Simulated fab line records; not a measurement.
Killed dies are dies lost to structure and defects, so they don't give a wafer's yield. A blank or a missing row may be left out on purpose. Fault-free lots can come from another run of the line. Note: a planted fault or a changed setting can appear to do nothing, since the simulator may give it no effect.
Which tool did it?    flow ritCmos    14 lots with 42 wafers sampled at 2 steps, on a route of 202 steps

## WHAT THE GAUGES READ, wafer by wafer
No reading from a measuring or inspecting step in the record can be judged against a usual standard deviation.

## TOOL THAT RAN EACH LOT (tool first, then ch and the chambers of the sampled wafers, then the start)
lot   RIT_CONTACT_COAT_03              RIT_M1_PROBE_99
L690  lithoTrack-04 ch 0, day 3 03:47  -
L691  lithoTrack-01 ch 0, day 3 08:02  -
L692  lithoTrack-04 ch 0, day 3 12:32  -
L695  lithoTrack-04 ch 0, day 4 04:28  -
L697  lithoTrack-01 ch 0, day 4 13:19  prober-01, day 4 19:27
L701  lithoTrack-03 ch 0, day 5 09:44  prober-01, day 5 15:55
L702  lithoTrack-04 ch 0, day 5 17:38  -
L704  lithoTrack-01 ch 0, day 6 01:14  prober-02, day 6 08:40
L705  lithoTrack-01 ch 0, day 6 05:57  prober-01, day 6 12:12
L706  lithoTrack-01 ch 0, day 6 11:34  prober-02, day 6 17:41
L707  lithoTrack-01 ch 0, day 6 16:41  prober-01, day 6 23:02
L708  lithoTrack-03 ch 0, day 6 21:50  -
L712  lithoTrack-03 ch 0, day 7 16:56  -
L713  lithoTrack-04 ch 0, day 7 21:14  -
- RIT_CONTACT_COAT_03: resist thk 1000 nm.
- RIT_M1_PROBE_99

## WHAT THE TOOLS THEMSELVES READ (means of the sampled wafers that have a number; where no wafer has one, the mark that the record gives instead)
RIT_CONTACT_COAT_03. Usual: dispensePressureKPa 48 kPa, standard deviation 3.3; spinSpeedRpm 3249.8 rpm, standard deviation 2.2.
lot   tool           dispensePressureKPa (kPa)  spinSpeedRpm (rpm)  flag
L690  lithoTrack-04  47                         3248.7              
L691  lithoTrack-01  45                         3250.6              
L692  lithoTrack-04  47                         3250.0              
L695  lithoTrack-04  47                         3150.6              OFF
L697  lithoTrack-01  45                         3250.8              
L701  lithoTrack-03  53                         3250.0              
L702  lithoTrack-04  47                         3148.8              OFF
L704  lithoTrack-01  45                         3250.0              
L705  lithoTrack-01  45                         3250.2              
L706  lithoTrack-01  45                         3248.2              
L707  lithoTrack-01  45                         3249.7              
L708  lithoTrack-03  53                         3250.3              
L712  lithoTrack-03  53                         3247.1              
L713  lithoTrack-04  47                         3249.7              

RIT_M1_PROBE_99. Usual: killed_at_M0_to_M3 0.0 (standard deviation 0.12); killedAtContacts 0.1 (standard deviation 0.35); killedAtFrontEnd 6.6 (standard deviation 2.7); killedDies 6.7 (standard deviation 2.8); killedOnRim 1.8 (standard deviation 1.5); killedOpen 3.4 (standard deviation 2.1); killedShort 3.3 (standard deviation 1.8).
lot   tool       killed_at_M0_to_M3  killedAtContacts  killedAtFrontEnd  killedDies  killedOnRim  killedOpen  killedShort  flag
L697  prober-01  0.0                 0.0               7.0               7.0         1.7          3.3         3.7          
L701  prober-01  0.0                 0.0               8.3               8.3         1.3          6.7         1.7          
L704  prober-02  0.0                 0.0               6.0               6.0         1.0          3.0         3.0          
L705  prober-01  0.0                 0.0               9.0               9.0         2.0          4.3         4.7          
L706  prober-02  0.0                 0.0               6.3               6.3         2.7          3.0         3.0          
L707  prober-01  0.0                 0.0               6.3               6.3         1.7          4.3         2.0          

## THE ANSWER, worked out from the rows above alone
Rule: take the mean of a lot's wafers that have a number; if it is more than 3 standard deviations from the usual mean, the lot is off. A lot without any number at a reading at which 4 lots or more have one is off too. Any other lot the step has rows for is counted as sound. After the gauges, taken in route order, come the tools' own readings; for these a lot's mean is taken, as printed above. The first step at which some lot is off is used, and at that step the reading that is off furthest; a lot without a number counts as furthest.
Off at RIT_CONTACT_COAT_03 (spinSpeedRpm): L695, L702.
A tool fits if, at that step or a process step before it, it ran every lot that is off, and no sound lot after the first of them. None of those tried fits.

## WHAT THE SIMULATOR PUT IN
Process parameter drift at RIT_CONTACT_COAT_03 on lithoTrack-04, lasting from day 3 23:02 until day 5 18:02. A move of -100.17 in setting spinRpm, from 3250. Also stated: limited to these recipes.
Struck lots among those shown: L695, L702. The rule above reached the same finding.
